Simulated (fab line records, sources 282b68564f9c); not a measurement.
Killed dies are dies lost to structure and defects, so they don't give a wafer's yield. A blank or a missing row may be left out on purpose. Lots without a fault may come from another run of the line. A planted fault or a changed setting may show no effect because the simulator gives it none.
fab line records | flow rit_cmos
record lots=6 wafers=18 last_day=7
route steps=202 shown ACTIVE@8 FOX1@20 FOX2@23 NWELL@28 PWELL@39 CONTACT@179 M1@202
lots that met no fault: from a run of the same line without faults
start_h: hours from the record's first day to the start of the lot's first wafer shown | wait_h: hours since the lot's step before | " the same as in the row above | L1.1+2: a row that stands for several wafers | - no value, or no start given | * or withheld: withheld | < > ~ a bound
route shown NAME@n: a module of which the file shows steps, and the number in the route of the first | usual: mean/standard deviation of fault-free wafers | same: alike in all rows | chamber/n: place in a boat | sites: the reading at each site | _std_site: their standard deviation | _edge_site: outer sites' mean less inner sites' | radius_mm: how far each site lies from the wafer's centre | mask NAME#n: copy n | behind: the tool/chamber that last shaped the wafer | hold: why the lot was held/for how many hours/how that ended | device: the transistor (n, p or np) that didn't switch | end of line: the same wafers' tests at the end of the route | a step without rows: its recipe alone | killed: dies lost to structure and defects at the first sort, not the wafer's yield | map: a wafer's dies, x killed, . not, _ none there
set.NAME: the setting as run; set.NAME@STEP: as run at that earlier step | model.NAME: the simulator's own value behind a step, which no gauge read
lots at some steps of the route; a table a step, a row a wafer
services: from which hour (start_h, from the record's first day; less than 0 if before it) a tool's chamber was out of use, for how many hours, and why
## steps
# step RIT_ACTIVE_SOFTBAKE_07
# recipe resist=NOVOLAK temp_c=90 time_s=60
# step RIT_ACTIVE_EXPOSE_08
# recipe mask_id=M1 na=0.6 source_shape=conventional sigma_outer=0.6 target_cd_nm=1400 dose_mj=225
# step RIT_ACTIVE_PEB_09
# recipe resist=NOVOLAK temp_c=withheld time_s=withheld
# step RIT_ACTIVE_DEVELOP_10
# recipe resist=NOVOLAK develop_time_s=50 dev_temp_c=23
# step RIT_ACTIVE_CD_MEAS_11
# recipe target_cd_nm=1400
# usual cd_nm=1401.1/2.2
# columns lot.wafer tool chamber start_h wait_h cd_nm
L819.1 cd_sem-01 - 15.36 - 1403.2
L819.2 " - " " 1400.3
L819.3 " - " " 1401.2
L820.1 cd_sem-01 - 19.68 - 1403.2
L820.5 " - " " 1399.6
L820.6 " - " " 1400.4
L823.1 cd_sem-01 - 34.49 - 1402.3
L823.2 " - " " 1403.7
L823.3 " - " " 1403.8
L827.2 cd_sem-02 - 54.46 - 1401.7
L827.3 " - " " 1400.8
L827.5 " - " " 1402.2
L841.1 cd_sem-02 - 125.15 - 1400.7
L841.2 " - " " 1399.8
L841.6 " - " " 1399.9
L842.1 cd_sem-02 - 129.46 - 1400.8
L842.2 " - " " 1399.5
L842.5 " - " " 1400.3
# step RIT_ACTIVE_HARDBAKE_12
# recipe resist=NOVOLAK temp_c=140 time_s=60
# step RIT_ACTIVE_ETCH_13
# recipe stop_on=SiO2 chemistry=SF6 target=Si3N4 time_s=210 over_etch_frac=0.4 SF6_flow_sccm=200 pressure_mtorr=260 rf_w=125 target_depth_a=2100
# usual drypump_motor_current_A=5.7/0.44 oes_product_au=0.819/0.013 throttle_valve_pct=7.53/0.084
# columns lot.wafer tool chamber start_h wait_h drypump_motor_current_A oes_product_au rf_hours_counter_h throttle_valve_pct
L819.1 rie_diel-01 2 15.77 0.1 5.2 0.841 31 7.43
L819.2 " 3 " " 5.0 0.809 48 7.57
L819.3 " 1 " " 5.9 0.825 64 7.55
L820.1 rie_diel-01 1 19.95 0.1 5.9 0.802 64 7.54
L820.5 " 1 " " 5.9 0.807 - 7.55
L820.6 " 0 " " 4.8 0.806 - 7.67
L823.1 rie_diel-04 3 34.76 0.1 6.1 0.826 30 7.63
L823.2 " 0 " " 6.0 0.806 29 7.38
L823.3 " 1 " " 6.1 0.830 128 7.51
L827.2 rie_diel-04 2 54.71 0.1 5.4 0.821 5 7.53
L827.3 " 1 " " 6.0 0.826 128 7.53
L827.5 " 2 " " 5.4 0.824 - 7.54
L841.1 rie_diel-02 2 125.42 0.1 5.4 0.829 68 7.55
L841.2 " 3 " " 6.2 0.799 132 7.46
L841.6 " 1 " " 5.7 0.801 - 7.59
L842.1 rie_diel-04 2 129.73 0.1 5.4 0.817 6 7.51
L842.2 " 1 " " 6.1 0.835 130 7.51
L842.5 " 3 " " 6.1 0.819 - 7.64
# step RIT_ACTIVE_STRIP_14
# recipe chemistry=O2 time_s=180 resist=NOVOLAK platen_temp_c=withheld power_w=500 pressure_mtorr=4000 o2_flow_sccm=4000
# usual drypump_motor_current_A=5.7/0.51
# columns lot.wafer tool chamber start_h wait_h drypump_motor_current_A rf_hours_counter_h
L819.1 plasma_asher-01 0 15.90 0.1 5.0 41
L819.2 " 1 " " 5.5 41
L819.3 " 1 " " 5.5 -
L820.1 plasma_asher-01 1 20.09 0.1 5.5 41
L820.5 " 1 " " 5.5 -
L820.6 " 0 " " 5.0 -
L823.1 plasma_asher-01 0 34.90 0.1 5.0 43
L823.2 " 1 " " 5.5 43
L823.3 " 1 " " 5.5 -
L827.2 plasma_asher-01 1 54.84 0.1 5.5 45
L827.3 " 0 " " 5.0 -
L827.5 " 0 " " 5.0 -
L841.1 plasma_asher-01 0 125.55 0.1 5.0 1
L841.2 " 1 " " 5.5 1
L841.6 " 0 " " 4.9 -
L842.1 plasma_asher-02 1 129.87 0.1 6.0 50
L842.2 " 0 " " 6.2 50
L842.5 " 1 " " 6.0 -
# step RIT_ACTIVE_CD_MEAS_90
# recipe target_cd_nm=1400
# usual cd_nm=1401.1/2.1
# columns lot.wafer tool chamber start_h wait_h cd_nm
L819.1 cd_sem-01 - 16.08 0.1 1402.9
L819.2 " - " " 1400.5
L819.3 " - " " 1401.8
L820.1 cd_sem-02 - 20.26 0.1 1403.1
L820.5 " - " " 1399.8
L820.6 " - " " 1400.2
L823.1 cd_sem-02 - 35.07 0.1 1402.4
L823.2 " - " " 1403.4
L823.3 " - " " 1404.1
L827.2 cd_sem-02 - 55.04 0.1 1401.3
L827.3 " - " " 1401.1
L827.5 " - " " 1402.2
L841.1 cd_sem-01 - 125.73 0.1 1400.7
L841.2 " - " " 1400.1
L841.6 " - " " 1400.1
L842.1 cd_sem-01 - 130.04 0.1 1400.4
L842.2 " - " " 1399.1
L842.5 " - " " 1400.3
# step RIT_ACTIVE_CLEAN_15
# recipe chemistry=SC1 mix=3:3:50 time_s=600 temp_c=75
# step RIT_ACTIVE_CLEAN_16
# recipe chemistry=dHF dilution=50:1 time_s=30
# step RIT_ACTIVE_CLEAN_17
# recipe chemistry=SC2 mix=3:3:50 time_s=600 temp_c=75 dry=n2_spin
# step RIT_FOX1_OXIDATION_00
# recipe temp_c=1100 ambient=H2O target_thk_a=3507 p_h2o_torr=720 ox_time_s=1130
# usual ox_time_s=1130/0 tube_center_temp_C_max=1102.8/0.45
# columns lot.wafer tool chamber start_h wait_h ox_time_s tube_center_temp_C_max model.SiO2_of_FOX1_OXIDATION_00.thk_nm
L819.1 furnace-02 0 16.59 0.0 1130 1102.9 339
L819.2 " 0 " " 1130 1102.7 339
L819.3 " 0 " " 1130 1102.0 332.6
L820.1 furnace-02 0 20.77 0.0 1130 1102.6 345.4
L820.5 " 0 " " 1130 1103.5 342.7
L820.6 " 0 " " 1130 1102.4 348.1
L823.1 furnace-02 0 35.59 0.0 1356 1103.1 381.9
L823.2 " 0 " " 1356 1102.2 380.1
L823.3 " 0 " " 1356 1103.0 387.9
L827.2 furnace-02 0 55.54 0.0 1356 1102.4 381.4
L827.3 " 0 " " 1356 1103.6 384.9
L827.5 " 0 " " 1356 1102.9 387.7
L841.1 furnace-01 0 126.21 0.0 1130 1102.7 354.6
L841.2 " 0 " " 1130 1102.9 355.7
L841.6 " 0 " " 1130 1102.5 357.6
L842.1 furnace-03 0 130.53 0.0 1130 1103.1 342.3
L842.2 " 0 " " 1130 1102.8 353.4
L842.5 " 0 " " 1130 1103.0 352.6
# step RIT_FOX1_THK_MEAS_01
# recipe reads=SiO2_of_FOX1_OXIDATION_00
# usual FOX1_OXIDE_THK=347/6.3
# columns lot.wafer tool chamber start_h wait_h FOX1_OXIDE_THK[nm]
L819.1 film_metro-02 - 17.91 0.0 339
L819.2 " - " " 339
L819.3 " - " " 333
L820.1 film_metro-02 - 22.08 0.0 345
L820.5 " - " " 343
L820.6 " - " " 348
L823.1 film_metro-02 - 36.90 0.0 382
L823.2 " - " " 380
L823.3 " - " " 388
L827.2 film_metro-01 - 56.86 0.0 381
L827.3 " - " " 385
L827.5 " - " " 388
L841.1 film_metro-01 - 127.53 0.0 355
L841.2 " - " " 356
L841.6 " - " " 357
L842.1 film_metro-02 - 131.84 0.0 342
L842.2 " - " " 354
L842.5 " - " " 353
# step RIT_FOX1_WET_ETCH_02
# recipe chemistry=BOE target_depth_nm=350 time_s=390 temp_c=21.5 dry=n2_spin dilution=10:1 target=SiO2
# step RIT_FOX2_OXIDATION_00
# recipe temp_c=1100 ambient=H2O target_thk_a=3507 p_h2o_torr=720 ox_time_s=1130
# step RIT_FOX2_THK_MEAS_01
# recipe reads=SiO2_of_FOX2_OXIDATION_00
# usual FOX2_OXIDE_THK=350/6.6
# columns lot.wafer tool chamber start_h wait_h FOX2_OXIDE_THK[nm]
L819.1 film_metro-03 - 19.41 0.0 363
L819.2 " - " " 362
L819.3 " - " " 355
L820.1 film_metro-03 - 23.58 0.0 349
L820.5 " - " " 345
L820.6 " - " " 349
L823.1 film_metro-03 - 38.87 0.0 363
L823.2 " - " " 358
L823.3 " - " " 352
L827.2 film_metro-01 - 58.35 0.0 360
L827.3 " - " " 360
L827.5 " - " " 355
L841.1 film_metro-01 - 129.02 0.0 354
L841.2 " - " " 351
L841.6 " - " " 353
L842.1 film_metro-01 - 133.37 0.0 347
L842.2 " - " " 345
L842.5 " - " " 347
# step RIT_FOX2_CLEAN_02
# recipe chemistry=dHF dilution=50:1 time_s=180
# step RIT_FOX2_WET_ETCH_03
# recipe chemistry=H3PO4 target=Si3N4 target_depth_nm=195 temp_c=165 time_s=2700
# step RIT_FOX2_THK_MEAS_90
# recipe reads=SiO2_of_FOX2_OXIDATION_00
# usual FIELD_OXIDE_LEFT_1_THK=323/6.6
# columns lot.wafer tool chamber start_h wait_h FIELD_OXIDE_LEFT_1_THK[nm]
L819.1 film_metro-04 - 20.36 0.0 336
L819.2 " - " " 335
L819.3 " - " " 328
L820.1 film_metro-01 - 24.46 0.0 323
L820.5 " - " " 318
L820.6 " - " " 322
L823.1 film_metro-04 - 39.75 0.0 335
L823.2 " - " " 330
L823.3 " - " " 325
L827.2 film_metro-03 - 59.30 0.0 333
L827.3 " - " " 332
L827.5 " - " " 327
L841.1 film_metro-04 - 129.90 0.0 326
L841.2 " - " " 323
L841.6 " - " " 325
L842.1 film_metro-04 - 134.24 0.0 319
L842.2 " - " " 318
L842.5 " - " " 320
# step RIT_NWELL_HMDS_00
# recipe prime_time_s=62.11 prime_temp_c=140
# step RIT_NWELL_COAT_01
# recipe resist=NOVOLAK spin_rpm=2000 resist_thk_nm=1300
# step RIT_NWELL_SOFTBAKE_02
# recipe resist=NOVOLAK temp_c=90 time_s=60
# step RIT_NWELL_EXPOSE_03
# recipe mask_id=M2 na=0.57 target_cd_nm=43900 dose_mj=250
# step RIT_NWELL_PEB_04
# recipe resist=NOVOLAK temp_c=withheld time_s=withheld
# step RIT_NWELL_DEVELOP_05
# recipe resist=NOVOLAK develop_time_s=68 dev_temp_c=23
# step RIT_NWELL_OVL_MEAS_06
# usual NWELL_OVL=0.0/1.5
# columns lot.wafer tool chamber start_h wait_h NWELL_OVL[nm]
L819.1 overlay-02 - 21.43 - 0.8
L819.2 " - " " 0.4
L819.3 " - " " -0.5
L820.1 overlay-02 - 25.52 - 1.9
L820.5 " - " " 1.3
L820.6 " - " " 1.1
L823.1 overlay-02 - 41.05 - -0.8
L823.2 " - " " 0.6
L823.3 " - " " 2.8
L827.2 overlay-01 - 60.36 - 1.6
L827.3 " - " " 2.1
L827.5 " - " " 0.3
L841.1 overlay-02 - 131.04 - -0.7
L841.2 " - " " 1.5
L841.6 " - " " 1.7
L842.1 overlay-01 - 135.44 - 1.4
L842.2 " - " " 1.4
L842.5 " - " " -0.3
# step RIT_NWELL_HARDBAKE_07
# recipe resist=NOVOLAK temp_c=140 time_s=120
# step RIT_NWELL_IMPLANT_08
# recipe species=P energy_kev=170 dose_cm2=5e+13 tilt_deg=7
# step RIT_NWELL_STRIP_09
# recipe chemistry=O2 time_s=180 resist=NOVOLAK platen_temp_c=withheld power_w=500 pressure_mtorr=4000 o2_flow_sccm=4000
# usual drypump_motor_current_A=5.6/0.48
# columns lot.wafer tool chamber start_h wait_h drypump_motor_current_A rf_hours_counter_h
L819.1 plasma_asher-03 0 21.87 0.1 6.4 36
L819.2 " 1 " " 5.7 36
L819.3 " 0 " " 6.4 -
L820.1 plasma_asher-03 0 25.96 0.1 6.4 36
L820.5 " 1 " " 5.7 -
L820.6 " 0 " " 6.5 -
L823.1 plasma_asher-01 1 41.48 0.1 5.5 44
L823.2 " 0 " " 5.0 44
L823.3 " 0 " " 5.0 -
L827.2 plasma_asher-01 0 60.79 0.1 5.0 46
L827.3 " 0 " " 5.0 -
L827.5 " 0 " " 5.0 -
L841.1 plasma_asher-04 1 131.48 0.1 5.9 33
L841.2 " 0 " " 5.2 33
L841.6 " 0 " " 5.2 -
L842.1 plasma_asher-04 1 135.88 0.1 5.8 34
L842.2 " 0 " " 5.2 34
L842.5 " 1 " " 5.8 -
# step RIT_NWELL_TW_MEAS_10
# usual NWELL_TW=2146/12
# columns lot.wafer tool chamber start_h wait_h NWELL_TW
L819.1 film_metro-04 - 22.04 0.1 2133
L819.2 " - " " 2130
L819.3 " - " " 2122
L820.1 film_metro-04 - 26.13 0.1 2126
L820.5 " - " " 2127
L820.6 " - " " 2117
L823.1 film_metro-02 - 41.66 0.1 2153
L823.2 " - " " 2145
L823.3 " - " " 2147
L827.2 film_metro-03 - 60.97 0.1 2154
L827.3 " - " " 2153
L827.5 " - " " 2152
L841.1 film_metro-04 - 131.65 0.1 2136
L841.2 " - " " 2140
L841.6 " - " " 2131
L842.1 film_metro-04 - 136.05 0.1 2130
L842.2 " - " " 2131
L842.5 " - " " 2127
# step RIT_PWELL_HMDS_00
# recipe prime_time_s=60 prime_temp_c=140
# step RIT_PWELL_COAT_01
# recipe resist=NOVOLAK spin_rpm=2000 resist_thk_nm=1300
# step RIT_PWELL_SOFTBAKE_02
# recipe resist=NOVOLAK temp_c=90 time_s=61.31
# usual plate_sensor_t_centre_C=90.971/0.0099 plate_sensor_t_edge_C=91.021/0.01
# columns lot.wafer tool chamber start_h wait_h plate_sensor_t_centre_C plate_sensor_t_edge_C
L819.1 litho_track-02 0 22.40 0.1 90.978 91.026
L819.2 " 0 " " 90.997 91.030
L819.3 " 0 " " 90.975 91.019
L820.1 litho_track-03 0 26.49 0.1 90.981 91.027
L820.5 " 0 " " 90.980 91.015
L820.6 " 0 " " 90.962 91.008
L823.1 litho_track-02 0 42.02 0.1 90.974 91.004
L823.2 " 0 " " 90.975 91.031
L823.3 " 0 " " 90.980 91.042
L827.2 litho_track-04 0 61.35 0.1 90.968 91.026
L827.3 " 0 " " 90.965 91.014
L827.5 " 0 " " 90.963 91.028
L841.1 litho_track-04 0 132.01 0.1 90.975 91.029
L841.2 " 0 " " 90.969 91.040
L841.6 " 0 " " 90.981 91.003
L842.1 litho_track-03 0 136.41 0.1 90.969 91.005
L842.2 " 0 " " 90.954 91.012
L842.5 " 0 " " 90.969 91.010
# step RIT_PWELL_EXPOSE_03
# recipe mask_id=M3 na=0.57 target_cd_nm=43700 dose_mj=250
# step RIT_PWELL_PEB_04
# recipe resist=NOVOLAK temp_c=withheld time_s=withheld
# step RIT_PWELL_DEVELOP_05
# recipe resist=NOVOLAK develop_time_s=68 dev_temp_c=23
# step RIT_PWELL_OVL_MEAS_06
# usual PWELL_OVL=0.5/1.4
# columns lot.wafer tool chamber start_h wait_h PWELL_OVL[nm]
L819.1 overlay-02 - 23.11 - 0.2
L819.2 " - " " -0.6
L819.3 " - " " 0.2
L820.1 overlay-02 - 27.20 - 0.9
L820.5 " - " " -1.2
L820.6 " - " " -1.0
L823.1 overlay-02 - 42.72 - 5.3
L823.2 " - " " 0.7
L823.3 " - " " 1.0
L827.2 overlay-02 - 62.03 - -0.6
L827.3 " - " " -0.4
L827.5 " - " " 0.5
L841.1 overlay-02 - 132.72 - -1.2
L841.2 " - " " -0.6
L841.6 " - " " -1.1
L842.1 overlay-02 - 137.12 - 1.0
L842.2 " - " " -2.3
L842.5 " - " " -1.3
# step RIT_PWELL_HARDBAKE_07
# recipe resist=NOVOLAK temp_c=140 time_s=120
# step RIT_PWELL_IMPLANT_08
# recipe species=B energy_kev=170 dose_cm2=7e+13 tilt_deg=7
# step RIT_PWELL_STRIP_09
# recipe chemistry=O2 time_s=180 resist=NOVOLAK platen_temp_c=withheld power_w=500 pressure_mtorr=4000 o2_flow_sccm=4000
# usual drypump_motor_current_A=5.5/0.41
# columns lot.wafer tool chamber start_h wait_h drypump_motor_current_A rf_hours_counter_h
L819.1 plasma_asher-01 0 23.54 0.1 5.0 41
L819.2 " 1 " " 5.5 41
L819.3 " 1 " " 5.5 -
L820.1 plasma_asher-04 1 27.63 0.1 5.9 22
L820.5 " 0 " " 5.2 -
L820.6 " 1 " " 5.9 -
L823.1 plasma_asher-04 1 43.16 0.1 5.9 23
L823.2 " 0 " " 5.2 23
L823.3 " 0 " " 5.2 -
L827.2 plasma_asher-04 0 62.46 0.1 5.2 26
L827.3 " 1 " " 5.9 -
L827.5 " 0 " " 5.2 -
L841.1 plasma_asher-04 0 133.15 0.1 5.2 33
L841.2 " 1 " " 5.9 33
L841.6 " 1 " " 5.9 -
L842.1 plasma_asher-01 0 137.70 0.1 5.0 3
L842.2 " 1 " " 5.5 3
L842.5 " 1 " " 5.5 -
# step RIT_PWELL_TW_MEAS_10
# usual PWELL_TW=952/6.2
# columns lot.wafer tool chamber start_h wait_h PWELL_TW
L819.1 film_metro-04 - 23.72 0.1 940
L819.2 " - " " 936
L819.3 " - " " 938
L820.1 film_metro-04 - 27.81 0.1 943
L820.5 " - " " 942
L820.6 " - " " 948
L823.1 film_metro-04 - 43.33 0.1 940
L823.2 " - " " 947
L823.3 " - " " 946
L827.2 film_metro-04 - 62.65 0.1 954
L827.3 " - " " 950
L827.5 " - " " 950
L841.1 film_metro-02 - 133.33 0.1 958
L841.2 " - " " 954
L841.6 " - " " 957
L842.1 film_metro-04 - 137.88 0.1 954
L842.2 " - " " 946
L842.5 " - " " 946
# step RIT_CONTACT_ETCH_11
# recipe target_depth_a=4800 over_etch_frac=0.2 stop_on=TiSi2 chemistry=CHF3/CF4/Ar target=SiO2 CHF3_flow_sccm=50 cf4_flow_sccm=10 Ar_flow_sccm=100 O2_flow_sccm=5 pressure_mtorr=100 rf_w=200 time_s=320
# usual CHF3_flow_sccm=50.00/0.14 drypump_motor_current_A=5.5/0.43 oes_product_au=0.989/0.016 throttle_valve_pct=8.85/0.13
# columns lot.wafer tool chamber start_h wait_h CHF3_flow_sccm drypump_motor_current_A oes_product_au rf_hours_counter_h throttle_valve_pct model.CONTACT.cd_nm
L819.1 rie_diel-02 3 54.40 0.1 49.78 6.2 0.973 130 8.82 997.4
L819.2 " 2 " " 49.73 5.5 1.008 67 8.95 998.9
L819.3 " 0 " " 49.92 5.7 0.982 1 8.84 997.6
L820.1 rie_diel-02 2 57.29 0.1 50.08 5.4 1.005 67 8.95 1002
L820.5 " 0 " " 50.07 5.7 0.993 - 8.83 1002
L820.6 " 3 " " 50.29 6.2 0.977 - 8.82 1004
L823.1 rie_diel-02 2 72.00 0.1 49.73 5.4 1.013 67 8.96 971.5
L823.2 " 3 " " 50.07 6.2 0.973 130 8.81 969.6
L823.3 " 1 " " 49.87 5.7 0.989 111 8.95 972.6
L827.2 rie_diel-01 1 93.31 0.1 50.05 5.9 0.980 65 8.93 986.6
L827.3 " 0 " " 50.23 4.8 0.984 27 9.03 987.4
L827.5 " 2 " " 49.81 5.2 1.019 - 8.87 987.2
L841.1 rie_diel-02 1 162.88 0.1 49.89 5.7 0.975 112 8.96 994.7
L841.2 " 2 " " 50.08 5.4 1.010 69 8.95 994.6
L841.6 " 3 " " 50.20 6.2 0.985 - 8.81 994
L842.1 rie_diel-03 2 166.60 0.1 50.09 5.3 1.008 37 8.80 996.7
L842.2 " 0 " " 49.94 5.5 1.001 60 8.56 997.3
L842.5 " 2 " " 50.18 5.3 1.002 - 8.79 999.8
# step RIT_M1_PROBE_99
# usual killed_at_contacts=0.1/0.23 killed_at_front_end=7.3/2.9 killed_dies=7.3/3 killed_open=3.6/1.8 killed_short=3.7/2.1
# same gross_dies=264 killed_at_M0_to_M3=0 killed_at_M4_up=0 killed_at_back_side=0 killed_at_other=0
# columns lot.wafer tool chamber start_h wait_h killed_at_contacts killed_at_front_end killed_dies killed_open killed_short model.etest.nldd.width_nm model.etest.pldd.width_nm model.etest.nplus_sal.width_nm model.etest.pplus_sal.width_nm model.etest.contact_to_gate.bv_left_v model.etest.contact_to_gate.bv_right_v
L819.1 prober-02 - 59.56 0.1 0 10 10 2 8 3172 3169 3446 3434 91.01 90.27
L819.2 prober-02 - 59.61 0.1 0 11 11 7 4 3158 3182 3421 3440 91.89 90.99
L819.3 prober-02 - 59.66 0.2 0 5 5 2 3 3194 3192 3427 3460 91.26 90.06
L820.1 prober-01 - 62.27 0.1 0 5 5 2 3 3213 3212 3480 3472 89.64 89.84
L820.5 prober-01 - 62.47 0.2 0 2 2 1 1 3214 3193 3478 3477 89.27 91.1
L820.6 prober-01 - 62.52 0.2 0 4 4 3 1 3210 3187 3452 3479 91.39 89.47
L823.1 prober-02 - 77.14 0.1 0 11 11 4 6 3143 3166 3429 3390 95.22 98.65
L823.2 prober-02 - 77.19 0.1 0 12 12 4 8 3189 3176 3418 3421 99.88 100.2
L823.3 prober-02 - 77.24 0.2 0 5 5 2 3 3186 3185 3404 3438 95.31 98.63
L827.2 prober-02 - 98.49 0.1 0 8 8 5 3 3128 3122 3408 3406 94.04 95.72
L827.3 prober-02 - 98.54 0.2 0 6 6 5 1 3142 3133 3398 3379 95.04 95.27
L827.5 prober-02 - 98.64 0.2 0 9 9 6 3 3143 3137 3369 3388 94.22 97.99
L841.1 prober-02 - 168.63 0.1 0 7 7 4 3 3188 3196 3461 3457 89.25 92.7
L841.2 prober-02 - 168.68 0.1 1 5 6 1 4 3180 3162 3440 3456 88.41 95.82
L841.6 prober-02 - 168.88 0.2 0 8 8 4 4 3174 3174 3456 3453 89.81 93.38
L842.1 prober-01 - 171.78 0.1 0 12 12 3 8 3189 3202 3461 3463 89.55 91.94
L842.2 prober-01 - 171.83 0.1 0 9 9 4 5 3198 3193 3460 3469 91.92 89.77
L842.5 prober-01 - 171.98 0.2 0 7 7 3 2 3199 3188 3460 3448 88.12 88.89
# killed by level:class
L819.1 GATE:geometric_particle:short=5 GATE:geometric_particle:open=1 SILICIDE:geometric_particle:short=1 REOX:geometric_particle:short=1 SPACER:geometric_particle:short=1 SPACER:geometric_particle:open=1
L819.2 GATE:geometric_particle:open=3 GATE:geometric_particle:short=2 REOX:geometric_particle:open=2 FOX2:geometric_particle:open=1 REOX:geometric_particle:short=1 SPACER:geometric_particle:short=1 SILICIDE:geometric_particle:open=1
L819.3 FOX1:geometric_particle:open=1 GATE:geometric_particle:short=1 REOX:geometric_particle:open=1 REOX:geometric_particle:short=1 SPACER:geometric_particle:short=1
L820.1 FOX2:geometric_particle:short=1 GATE:geometric_particle:open=1 GATE:geometric_particle:short=1 REOX:geometric_particle:short=1 REOX:geometric_particle:open=1
L820.5 GATE:geometric_particle:short=1 GATE:geometric_particle:open=1
L820.6 FOX1:geometric_particle:open=1 GATE:geometric_particle:open=1 GATE:geometric_particle:short=1 SILICIDE:geometric_particle:open=1
L823.1 GATE:geometric_particle:short=3 SPACER:geometric_particle:open=2 FOX2:geometric_particle:short=1 GATE:geometric_particle:open=1 REOX:geometric_particle:open=1 REOX:geometric_particle:short=1 SPACER:geometric_particle:short=1 PWELL:coat_microbubble_printed=1
L823.2 GATE:geometric_particle:short=3 GATE:geometric_particle:open=3 FOX2:geometric_particle:short=2 SPACER:geometric_particle:short=2 FOX2:geometric_particle:open=1 REOX:geometric_particle:short=1
L823.3 GATE:geometric_particle:short=2 FOX1:geometric_particle:open=1 SPACER:geometric_particle:short=1 SILICIDE:geometric_particle:open=1
L827.2 FOX1:geometric_particle:open=2 GATE:geometric_particle:short=2 FOX2:geometric_particle:open=1 GATE:geometric_particle:open=1 REOX:geometric_particle:open=1 SILICIDE:geometric_particle:short=1
L827.3 REOX:geometric_particle:open=3 GATE:geometric_particle:open=2 FOX2:geometric_particle:short=1
L827.5 GATE:geometric_particle:open=2 GATE:geometric_particle:short=2 REOX:geometric_particle:open=2 FOX1:geometric_particle:open=1 REOX:geometric_particle:short=1 SILICIDE:geometric_particle:open=1
L841.1 SILICIDE:geometric_particle:short=2 FOX1:geometric_particle:open=1 FOX2:geometric_particle:open=1 GATE:geometric_particle:open=1 GATE:geometric_particle:short=1 SPACER:geometric_particle:open=1
L841.2 GATE:geometric_particle:short=2 FOX1:geometric_particle:open=1 FOX1:geometric_particle:short=1 SPACER:geometric_particle:short=1 CONTACT:coat_microbubble_printed=1
L841.6 GATE:geometric_particle:open=4 GATE:geometric_particle:short=3 FOX1:geometric_particle:short=1
L842.1 GATE:geometric_particle:short=4 FOX1:geometric_particle:short=1 FOX2:geometric_particle:short=1 FOX2:geometric_particle:open=1 GATE:geometric_particle:open=1 REOX:geometric_particle:open=1 REOX:geometric_particle:short=1 SILICIDE:geometric_particle:short=1
L842.2 GATE:geometric_particle:short=3 FOX1:geometric_particle:open=2 GATE:geometric_particle:open=2 FOX1:geometric_particle:short=1 SPACER:geometric_particle:short=1
L842.5 FOX1:geometric_particle:short=2 GATE:geometric_particle:open=2 NLDD:coat_microbubble_printed=2 SILICIDE:geometric_particle:open=1
## services
# columns tool chamber start_h hours kind
rie_diel-04 1 -7.23 1.4 repair
furnace-01 - -1.37 3.6 pm
rie_diel-03 3 2.82 15.1 repair
furnace-03 - 3.26 3.9 pm
plasma_asher-01 - 4.49 6.7 repair
rie_diel-03 - 7.59 0.8 repair
plasma_asher-04 - 29.74 2.5 repair
rie_diel-01 3 32.95 7.7 repair
furnace-02 - 36.90 3.3 pm
rie_diel-03 - 54.63 2.8 pm
rie_diel-01 - 76.42 1.5 repair
rie_diel-02 0 104.64 8.5 repair
plasma_asher-01 - 108.75 9.0 pm
furnace-02 - 111.06 5.1 pm
furnace-02 - 117.83 4.0 pm
rie_diel-01 - 124.38 4.3 pm
plasma_asher-03 - 127.60 15.7 repair
rie_diel-01 - 140.63 1.6 repair
rie_diel-01 1 142.43 10.3 repair
rie_diel-04 2 147.01 4.3 repair
rie_diel-02 3 147.65 4.9 repair
rie_diel-04 - 148.53 2.8 pm
rie_diel-01 0 156.46 12.2 repair
rie_diel-01 3 157.23 10.8 repair
## key
first_sign step=RIT_FOX1_OXIDATION_00 reading=ox_time_s direction=up sigmas=99+ usual=* struck=*
effect step=RIT_FOX1_THK_MEAS_01 reading=FOX1_OXIDE_THK direction=up sigmas=5.8 usual=347 struck=384
model_effect step=RIT_FOX1_OXIDATION_00 value=SiO2_of_FOX1_OXIDATION_00.thk_nm without=343.6 struck=384
model_effect step=RIT_CONTACT_ETCH_11 value=CONTACT.cd_nm without=999.8 struck=979.2
model_effect step=RIT_M1_PROBE_99 value=etest.nldd.width_nm without=3201 struck=3155
met_at RIT_FOX1_OXIDATION_00
struck_wafers L823.1,L823.2,L823.3,L827.2,L827.3,L827.5
tester_left_out L823,L827
loop_trim step=RIT_CONTACT_EXPOSE_05 setting=dose lots=L823,L827
onset_between 20.77 35.59
fault kind=process_parameter_drift tool=furnace-02 chamber=- onset_h=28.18 steps=RIT_FOX1_OXIDATION_00 channel=ox_time_s offset=* shape=step end_h=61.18 acts_in=* stated=*
# tester_left_out: of these lots the tester's yield and bins aren't shown, on N5 and GAA mostly nor the transistor test; their killed dies are dies lost to structure and defects alone, not to doping, threshold or leakage, so they don't give the yield
# loop_trim: a control loop set the setting to another value than it would have without faults
